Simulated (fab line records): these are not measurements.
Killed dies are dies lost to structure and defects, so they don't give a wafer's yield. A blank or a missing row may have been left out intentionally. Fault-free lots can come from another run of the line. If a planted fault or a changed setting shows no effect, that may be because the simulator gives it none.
What tool caused it? / flow berkeley cmos170 / 14 lots (42 wafers sampled), 1 step of a 331-step route

== WHAT THE GAUGES SHOWED, per wafer ==
UCB170_NVT_OVL_MEAS_06. Usual: NVT_OVL gives 0 nm (standard deviation 4.5).
lot=L300; measured=day 5 19:57; on=overlay-01; NVT_OVL (nm)=-1 -6 -9; flag=
lot=L302; measured=day 6 10:11; on=overlay-01; NVT_OVL (nm)=6 2 9; flag=
lot=L301; measured=day 6 10:17; on=overlay-02; NVT_OVL (nm)=1 -5 4; flag=
lot=L304; measured=day 6 19:00; on=overlay-01; NVT_OVL (nm)=-2 -10 -6; flag=
lot=L303; measured=day 6 19:10; on=overlay-01; NVT_OVL (nm)=-1 -8 1; flag=
lot=L306; measured=day 7 09:42; on=overlay-01; NVT_OVL (nm)=0 2 -5; flag=
lot=L305; measured=day 7 09:59; on=overlay-01; NVT_OVL (nm)=2 -3 -8; flag=
lot=L310; measured=day 7 16:50; on=overlay-01; NVT_OVL (nm)=-3 -2 -1; flag=
lot=L311; measured=day 8 09:05; on=overlay-01; NVT_OVL (nm)=2 0 -4; flag=
lot=L316; measured=day 8 18:11; on=overlay-01; NVT_OVL (nm)=0 1 6; flag=
lot=L317; measured=day 8 20:28; on=overlay-02; NVT_OVL (nm)=-5 -3 -10; flag=
lot=L319; measured=day 9 14:05; on=overlay-01; NVT_OVL (nm)=-1 5 -4; flag=
lot=L322; measured=day 9 21:57; on=overlay-02; NVT_OVL (nm)=3 3 2; flag=
lot=L321; measured=day 9 22:26; on=overlay-01; NVT_OVL (nm)=1 0 -1; flag=

== WHAT TOOL EACH LOT RAN ON (gives the tool, then ch and the chambers of the sampled wafers, and finally the start) ==
The record holds no process step before these readings.

== WHAT THE TOOLS THEMSELVES READ (means of the sampled wafers that have a number; where no wafer has one, the mark that the record gives instead) ==
The record holds no such reading with a usual standard deviation.

== THE ANSWER, worked out from the rows above alone ==
Rule: take the mean of a lot's wafers that have a number; if it is more than 3 standard deviations from the usual mean, the lot is off. A lot without any number at a reading at which 4 lots or more have one is off too. Any other lot the step has rows for is counted as sound. The gauges are gone through in route order, then the tools' own readings, and for those a lot's mean is taken as printed above. At the first step where some lot is off, the reading lying furthest off is the one used; lots without a number count as furthest.
Nothing can be told from this: no lot is off at any reading shown.

== WHAT THE SIMULATOR HAD PUT IN ==
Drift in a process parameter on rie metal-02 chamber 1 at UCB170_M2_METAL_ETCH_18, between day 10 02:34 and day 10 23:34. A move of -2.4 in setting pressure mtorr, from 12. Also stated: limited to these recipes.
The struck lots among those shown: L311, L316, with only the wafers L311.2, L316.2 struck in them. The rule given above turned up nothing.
